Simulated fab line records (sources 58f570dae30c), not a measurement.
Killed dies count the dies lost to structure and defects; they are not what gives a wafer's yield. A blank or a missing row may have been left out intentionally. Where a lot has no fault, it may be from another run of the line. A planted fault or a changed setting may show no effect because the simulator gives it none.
Which tool was responsible? | flow berkeley-cmos170 | 14 lots with 42 wafers sampled at 4 steps, on a route of 331 steps

== WHAT EACH GAUGE READ, for each wafer ==
UCB170_START_BOW_MEAS_00. Usual: for INCOMING_BOW the level is 0 um and the standard deviation is 6.8.
lot  | measured    | on            | INCOMING_BOW (um) | flag
L197 | day 1 10:02 | film-metro-04 | 6 10 -3           |
L199 | day 1 20:00 | film-metro-03 | -11 -8 -13        |
L200 | day 2 01:00 | film-metro-04 | 1 6 13            |
L201 | day 2 06:00 | film-metro-04 | 1 8 5             |
L202 | day 2 11:01 | film-metro-02 | -1 -1 -2          |
L203 | day 2 16:01 | film-metro-02 | 15 1 -7           |
L204 | day 2 21:01 | film-metro-02 | 2 -4 -1           |
L205 | day 3 02:00 | film-metro-04 | 1 3 -6            |
L208 | day 3 17:00 | film-metro-03 | -4 -10 2          |
L210 | day 4 03:01 | film-metro-02 | 1 -1 1            |
L211 | day 4 08:04 | film-metro-04 | 10 8 0            |
L215 | day 5 04:00 | film-metro-03 | -7 0 -8           |
L216 | day 5 09:00 | film-metro-04 | -9 -2 -10         |
L218 | day 5 19:00 | film-metro-03 | -1 -7 -18         |

UCB170_PFIELD_TW_MEAS_09. Usual: for PFIELD_TW the level is 601 and the standard deviation is 4.1.
lot  | measured    | on            | PFIELD_TW               | flag
L197 | day 4 21:52 | film-metro-03 | 597 596 595             |
L199 | day 5 15:49 | film-metro-02 | 604 602 599             |
L200 | day 5 15:32 | film-metro-03 | 596 595 593             |
L201 | day 5 22:59 | film-metro-02 | 602 603 600             |
L202 | day 5 22:43 | film-metro-01 | 607 606 606             |
L203 | day 6 05:55 | film-metro-01 | 603 603 600             |
L204 | day 6 06:10 | film-metro-02 | 606 604 604             |
L205 | day 6 17:55 | film-metro-03 | 601 598 601             |
L208 | day 7 20:56 | film-metro-03 | 593 598 597             |
L210 | day 8 02:19 | film-metro-02 | 519 520 521 518 520 525 | OFF
L211 | day 8 02:36 | film-metro-02 | 521 520 518 519 518 516 | OFF
L215 | day 9 04:23 | film-metro-02 | 608 605 608             |
L216 | day 9 12:47 | film-metro-01 | 601 601 604             |
L218 | day 9 22:04 | film-metro-02 | 606 607 607             |

UCB170_SDANNEAL_RS_MEAS_04: the measuring method here is four-point-probe. Usual: for PLDD_RS the level is 1032 ohm/sq and the standard deviation is 3.
lot  | measured     | on            | PLDD_RS (ohm/sq) | flag
L197 | day 8 14:53  | film-metro-02 | 1028 1029 1031   |
L199 | day 9 01:05  | film-metro-02 | 1033 1032 1032   |
L200 | day 9 01:05  | film-metro-03 | 1036 1038 1036   |
L201 | day 9 01:34  | film-metro-02 | 1026 1025 1029   |
L202 | day 9 01:20  | film-metro-04 | 1036 1032 1033   |
L203 | day 9 12:31  | film-metro-03 | 1036 1034 1034   |
L204 | day 9 12:52  | film-metro-04 | 1032 1033 1032   |
L205 | day 10 04:04 | film-metro-02 | 1028 1027 1025   |
L208 | day 10 17:46 | film-metro-02 | 1031 1030 1035   |
L210 | day 10 17:50 | film-metro-03 | 1033 1032 1035   |
L211 | day 10 18:47 | film-metro-02 | 1030 1031 1030   |
L215 | day 11 20:25 | film-metro-04 | 1034 1033 1034   |
L216 | day 12 08:22 | film-metro-02 | 1026 1028 1027   |
L218 | day 12 22:03 | film-metro-04 | 1033 1031 1034   |

== EACH LOT AND THE TOOL THAT RAN IT (in order: tool; ch and the chambers of the sampled wafers; start) ==
lot  | UCB170_PFIELD_IMPLANT_07
L197 | implanter-02 ch 0, day 4 21:38
L199 | implanter-02 ch 0, day 5 15:34
L200 | implanter-04 ch 0, day 5 15:17
L201 | implanter-02 ch 0, day 5 22:44
L202 | implanter-04 ch 0, day 5 22:29
L203 | implanter-02 ch 0, day 6 05:41
L204 | implanter-04 ch 0, day 6 05:55
L205 | implanter-04 ch 0, day 6 17:40
L208 | implanter-04 ch 0, day 7 20:41
L210 | implanter-04 ch 0, day 8 02:04
L211 | implanter-04 ch 0, day 8 02:24
L215 | implanter-02 ch 0, day 9 04:08
L216 | implanter-01 ch 0, day 9 12:32
L218 | implanter-01 ch 0, day 9 21:49
- UCB170_PFIELD_IMPLANT_07

== WHAT THE TOOLS THEMSELVES READ (means of the sampled wafers that have a number; where no wafer has one, the mark that the record gives instead) ==
UCB170_PFIELD_IMPLANT_07. Usual: dose-ions-cm2 2.0004e+13, standard deviation 2.4e+10; faraday-current-uA 63.4, standard deviation 1.3.
lot  | tool         | dose-ions-cm2 | faraday-current-uA | flag
L197 | implanter-02 | 2.0036e+13    | 64.3               |
L199 | implanter-02 | 2.0038e+13    | 62.5               |
L200 | implanter-04 | 2.0023e+13    | 63.3               |
L201 | implanter-02 | 2.0007e+13    | 65.0               |
L202 | implanter-04 | 1.9985e+13    | 62.8               |
L203 | implanter-02 | 2.0012e+13    | 63.1               |
L204 | implanter-04 | 1.9979e+13    | 61.9               |
L205 | implanter-04 | 1.9993e+13    | 63.4               |
L208 | implanter-04 | 1.9992e+13    | 62.9               |
L210 | implanter-04 | 1.2682e+13    | 39.5               | OFF
L211 | implanter-04 | 1.2668e+13    | 40.4               | OFF
L215 | implanter-02 | 1.9978e+13    | 64.2               |
L216 | implanter-01 | 2.0019e+13    | 63.1               |
L218 | implanter-01 | 1.9988e+13    | 62.8               |

== THE ANSWER, worked out from the rows above alone ==
Rule: a lot is off if the mean of its wafers that have a number lies more than 3 standard deviations from the usual mean. Also off: a lot with no number at a reading for which 4 or more lots have one. Where the step has rows for the other lots, those lots are counted as sound. Order of review: gauges by route order, followed by the tools' own readings, for which a lot's mean as printed above is used. The first step at which some lot is off is used, and at that step the reading that is off furthest; a lot without a number counts as furthest.
Off: L210, L211, at UCB170_PFIELD_TW_MEAS_09 (PFIELD_TW).
A tool fits if, at a process step before that reading, it ran every lot that is off, and no sound lot after the first of them. Not tried: the gauges at UCB170_PFIELD_TW_MEAS_09; whatever is off there is also off at UCB170_PFIELD_IMPLANT_07, on other tools, and gauge error can't account for it. One fits: UCB170_PFIELD_IMPLANT_07 on implanter-04. Its last sound lot is L208 (day 7 20:41), its first lot that is off L210 (day 8 02:04): a fault that began between those two fits.
The tool's own readings at UCB170_PFIELD_IMPLANT_07 bear it out: on the lots that are off they differ by more than 5 times the standard deviation of the sound lots' means. dose-ions-cm2 reads 1.2675e+13 there against 2.0004e+13 on the sound lots; faraday-current-uA reads 40.0 there against 63.3 on the sound lots.

== WHAT THE SIMULATOR PUT IN ==
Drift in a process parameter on implanter-04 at UCB170_PFIELD_IMPLANT_07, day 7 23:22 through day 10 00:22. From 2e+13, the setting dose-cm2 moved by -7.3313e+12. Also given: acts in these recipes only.
Lots struck among those shown: L210, L211. The same result came from the rule above.
